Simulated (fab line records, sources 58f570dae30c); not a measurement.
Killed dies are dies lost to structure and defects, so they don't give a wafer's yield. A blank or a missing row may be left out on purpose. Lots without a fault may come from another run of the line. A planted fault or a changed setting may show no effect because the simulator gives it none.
Split-lot experiment | flow berkeley_cmos170 | 5 lots, 23 wafers read, on a route of 331 steps

THE SPLIT
At UCB170_START_OXIDATION_02 (target thk 20 nm, ox time 1800 s), the setting ox_time_s was moved away from the recipe's 1800 s on 20 of the 23 wafers read, by -12.2% to +10.7%. The other wafers ran this setting at the recipe's value.

The file shows no step between the split and the reading.

THE READING
START_OXIDE_THK, in nm, at UCB170_START_THK_MEAS_03. Fault-free wafers of this fab line usually give 19.82 nm, standard deviation 0.27 nm.

wafer  | tool, chamber at the split | ox_time_s as run, s | against the recipe | START_OXIDE_THK, nm | against lot-mates on the recipe
L074.2 | -, -                       | 1982                | +10.1%             | 20.84               | no lot-mate on the recipe
L074.3 | -, -                       | 1982                | +10.1%             | 21.09               | no lot-mate on the recipe
L074.4 | -, -                       | 1982                | +10.1%             | 21.08               | no lot-mate on the recipe
L074.5 | -, -                       | 1982                | +10.1%             | 20.89               | no lot-mate on the recipe
L074.6 | -, -                       | 1982                | +10.1%             | 21.18               | no lot-mate on the recipe
L075.1 | -, -                       | 1992                | +10.7%             | 21.04               | no lot-mate on the recipe
L075.2 | -, -                       | 1992                | +10.7%             | 21.34               | no lot-mate on the recipe
L075.3 | -, -                       | 1992                | +10.7%             | 20.77               | no lot-mate on the recipe
L075.4 | -, -                       | 1992                | +10.7%             | 21.03               | no lot-mate on the recipe
L075.5 | -, -                       | 1992                | +10.7%             | 20.74               | no lot-mate on the recipe
L076.1 | -, -                       | 1626                | -9.7%              | 18.69               | no lot-mate on the recipe
L076.2 | -, -                       | 1626                | -9.7%              | 18.92               | no lot-mate on the recipe
L076.3 | -, -                       | 1626                | -9.7%              | 18.47               | no lot-mate on the recipe
L076.5 | -, -                       | 1626                | -9.7%              | 18.73               | no lot-mate on the recipe
L076.6 | -, -                       | 1626                | -9.7%              | 18.79               | no lot-mate on the recipe
L077.1 | -, -                       | 1581                | -12.2%             | 18.25               | no lot-mate on the recipe
L077.2 | -, -                       | 1581                | -12.2%             | 18.41               | no lot-mate on the recipe
L077.3 | -, -                       | 1581                | -12.2%             | 18.18               | no lot-mate on the recipe
L077.4 | -, -                       | 1581                | -12.2%             | 18.07               | no lot-mate on the recipe
L077.6 | -, -                       | 1581                | -12.2%             | 18.40               | no lot-mate on the recipe
L079.2 | furnace-04, 0              | 1800                | recipe             | 20.44               | -
L079.4 | furnace-04, 0              | 1800                | recipe             | 20.05               | -
L079.6 | furnace-04, 0              | 1800                | recipe             | 19.91               | -

THE FIT
A straight line over all 23 wafers: START_OXIDE_THK changes by +0.118 nm for each +1% of ox_time_s; r = +0.98; the points scatter about the line by 0.23 nm.
Too few moved wafers have a lot-mate on the recipe to fit a line with each lot's own level taken away.

THE WHOLE CHAIN: every reading that the file lists as answering this split, in the file's order
step                      | what it does                     | reading                                                                            | change (the file's fit)               | r (the file's)
UCB170_START_OXIDATION_02 | target thk 20 nm, ox time 1800 s | SiO2_of_START_OXIDATION_02.thk_nm (the simulator's own value, which no gauge read) | +0.118 nm for each +1% of the setting | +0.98
UCB170_START_THK_MEAS_03  |                                  | START_OXIDE_THK                                                                    | +0.118 for each +1% of the setting    | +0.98

THE FILE'S OWN FIT
START_OXIDE_THK changes by +0.118 nm for each +1% of ox_time_s, r = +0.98.
